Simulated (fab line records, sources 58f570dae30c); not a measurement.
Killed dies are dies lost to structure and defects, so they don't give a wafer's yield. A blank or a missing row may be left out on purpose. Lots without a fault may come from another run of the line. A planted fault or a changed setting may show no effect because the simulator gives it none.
Which tool did it? | flow berkeley_cmos170 | 14 lots, 42 wafers sampled, at 4 steps of a route of 331

WHAT THE GAUGES READ, wafer by wafer
UCB170_NWELL_THK_MEAS_02.
lot  | measured    | on            | NWELL_OXIDE_THK (nm)
L309 | day 2 05:04 | film_metro-02 | 26.4 26.2 26.0
L310 | day 2 14:18 | film_metro-04 | 26.5 26.7 26.5
L311 | day 2 14:18 | film_metro-01 | 26.0 25.9 25.5
L312 | day 2 18:37 | film_metro-04 | 26.4 26.3 26.1
L313 | day 3 02:32 | film_metro-04 | 26.9 27.0 27.1
L314 | day 3 02:34 | film_metro-02 | 26.7 26.3 26.8
L315 | day 3 11:21 | film_metro-01 | 26.4 26.1 26.2
L316 | day 3 19:42 | film_metro-04 | 26.1 25.9 26.0
L319 | day 4 07:24 | film_metro-02 | 26.4 26.4 26.6
L329 | day 6 12:12 | film_metro-04 | 26.1 25.8 25.9
L328 | day 6 12:13 | film_metro-02 | 26.5 26.7 26.4
L331 | day 6 17:10 | film_metro-02 | 25.9 26.1 25.6
L330 | day 6 17:11 | film_metro-01 | 26.0 26.7 26.5
L332 | day 6 20:19 | film_metro-02 | 26.2 26.0 26.1

UCB170_PWELL_OVL_MEAS_13.
lot  | measured    | on         | PWELL_OVL (nm)
L309 | day 3 10:46 | overlay-01 | 4 0 10
L310 | day 3 16:44 | overlay-02 | 1 6 -9
L311 | day 3 16:28 | overlay-02 | -3 -4 -5
L312 | day 4 00:07 | overlay-01 | 3 10 0
L313 | day 4 13:40 | overlay-02 | -6 -3 -3
L314 | day 4 13:08 | overlay-01 | 3 -2 -2
L315 | day 4 18:50 | overlay-01 | 4 -3 -1
L316 | day 5 01:16 | overlay-02 | -6 -3 3
L319 | day 5 18:28 | overlay-02 | 2 1 8
L329 | day 7 18:39 | overlay-01 | 1 4 8
L328 | day 7 18:40 | overlay-02 | 2 0 1
L331 | day 7 18:56 | overlay-02 | 2 4 3
L330 | day 7 19:30 | overlay-01 | -4 1 -7
L332 | day 7 23:13 | overlay-01 | -3 1 -3

UCB170_PFIELD_TW_MEAS_09.
lot  | measured    | on            | PFIELD_TW
L309 | day 5 01:14 | film_metro-01 | 602 602 603
L310 | day 5 12:54 | film_metro-04 | 604 611 605
L311 | day 5 06:13 | film_metro-02 | 594 593 597
L312 | day 5 12:42 | film_metro-01 | 604 605 604
L313 | day 6 19:59 | film_metro-04 | 612 610 612
L314 | day 6 20:17 | film_metro-04 | 609 610 611
L315 | day 6 20:32 | film_metro-01 | 606 605 607
L316 | day 6 20:26 | film_metro-01 | 608 608 609
L319 | day 7 08:34 | film_metro-01 | 604 605 600
L329 | day 9 17:05 | film_metro-04 | 603 602 603
L328 | day 9 16:52 | film_metro-01 | 604 598 605
L331 | day 9 16:11 | film_metro-04 | 605 607 610
L330 | day 9 17:23 | film_metro-04 | 609 605 607
L332 | day 9 17:22 | film_metro-02 | 593 599 591

WHICH TOOL RAN EACH LOT (tool, then ch and the chambers of the sampled wafers, then the start)
lot  | UCB170_PWELL_PEB_11
L309 | litho_track-03 ch 0, day 3 10:31
L310 | litho_track-03 ch 0, day 3 16:28
L311 | litho_track-03 ch 0, day 3 16:11
L312 | litho_track-03 ch 0, day 3 23:50
L313 | litho_track-03 ch 0, day 4 13:23
L314 | litho_track-03 ch 0, day 4 12:55
L315 | litho_track-03 ch 0, day 4 18:34
L316 | litho_track-03 ch 0, day 5 00:59
L319 | litho_track-03 ch 0, day 5 18:11
L329 | litho_track-04 ch 0, day 7 18:23
L328 | litho_track-02 ch 0, day 7 18:26
L331 | litho_track-02 ch 0, day 7 18:40
L330 | litho_track-02 ch 0, day 7 19:16
L332 | litho_track-04 ch 0, day 7 22:56
- UCB170_PWELL_PEB_11

WHAT THE TOOLS THEMSELVES READ (means of the sampled wafers that have a number; where no wafer has one, the mark that the record gives instead)
UCB170_PWELL_PEB_11.
lot  | tool           | heater_power_total_W (W) | plate_temp_C (C)
L309 | litho_track-03 | 56.74                    | 130.19
L310 | litho_track-03 | 56.78                    | 129.98
L311 | litho_track-03 | 56.77                    | 130.00
L312 | litho_track-03 | 56.87                    | 129.85
L313 | litho_track-03 | 56.81                    | 129.99
L314 | litho_track-03 | 56.78                    | 130.05
L315 | litho_track-03 | 56.82                    | 130.03
L316 | litho_track-03 | 57.68                    | 131.51
L319 | litho_track-03 | 57.63                    | 131.32
L329 | litho_track-04 | 56.76                    | 129.88
L328 | litho_track-02 | 56.81                    | 130.04
L331 | litho_track-02 | 56.79                    | 130.05
L330 | litho_track-02 | 56.81                    | 130.11
L332 | litho_track-04 | 56.83                    | 129.91

THE ANSWER, worked out from the rows above alone
Rule: what is usual is taken from the lots themselves. Put in order of their means at a reading, lots are off if they are a third of the lots or fewer, leave a main group of 4 or more, and stand apart from it by a gap of 3 or more times the standard deviation of the main group's means; of several such gaps the widest counts. A main group whose means are all the same, to the digits that the tables above print for the reading, isn't used. A lot without any number at a reading at which 4 lots or more have one is off too. The other lots that the step has rows for count as sound. The gauges are gone through in route order, then the tools' own readings, and for those a lot's mean is taken as printed above. The first step at which some lot is off is used, and at that step the reading that is off furthest; a lot without a number counts as furthest.
Off: L316, L319, at UCB170_PWELL_PEB_11 (heater_power_total_W). The main group: mean 56.80 W, standard deviation 0.033.
A tool fits if, at that step or a process step before it, it ran every lot that is off, and no sound lot after the first of them. One fits: litho_track-03 at UCB170_PWELL_PEB_11. Its last sound lot is L315 (day 4 18:34), its first lot that is off L316 (day 5 00:59): a fault that began between those two fits.
The tool's own readings at UCB170_PWELL_PEB_11 bear it out: on the lots that are off they differ by more than 5 times the standard deviation of the sound lots' means. heater_power_total_W reads 57.66 W there against 56.80 W on the sound lots; plate_temp_C reads 131.41 C there against 130.01 C on the sound lots.

WHAT THE SIMULATOR HAD PUT IN
Process parameter drift: litho_track-03, from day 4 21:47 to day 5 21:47, at UCB170_PWELL_PEB_11. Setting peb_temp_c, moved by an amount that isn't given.
Lots struck among those shown: L316, L319. The rule above found the same.
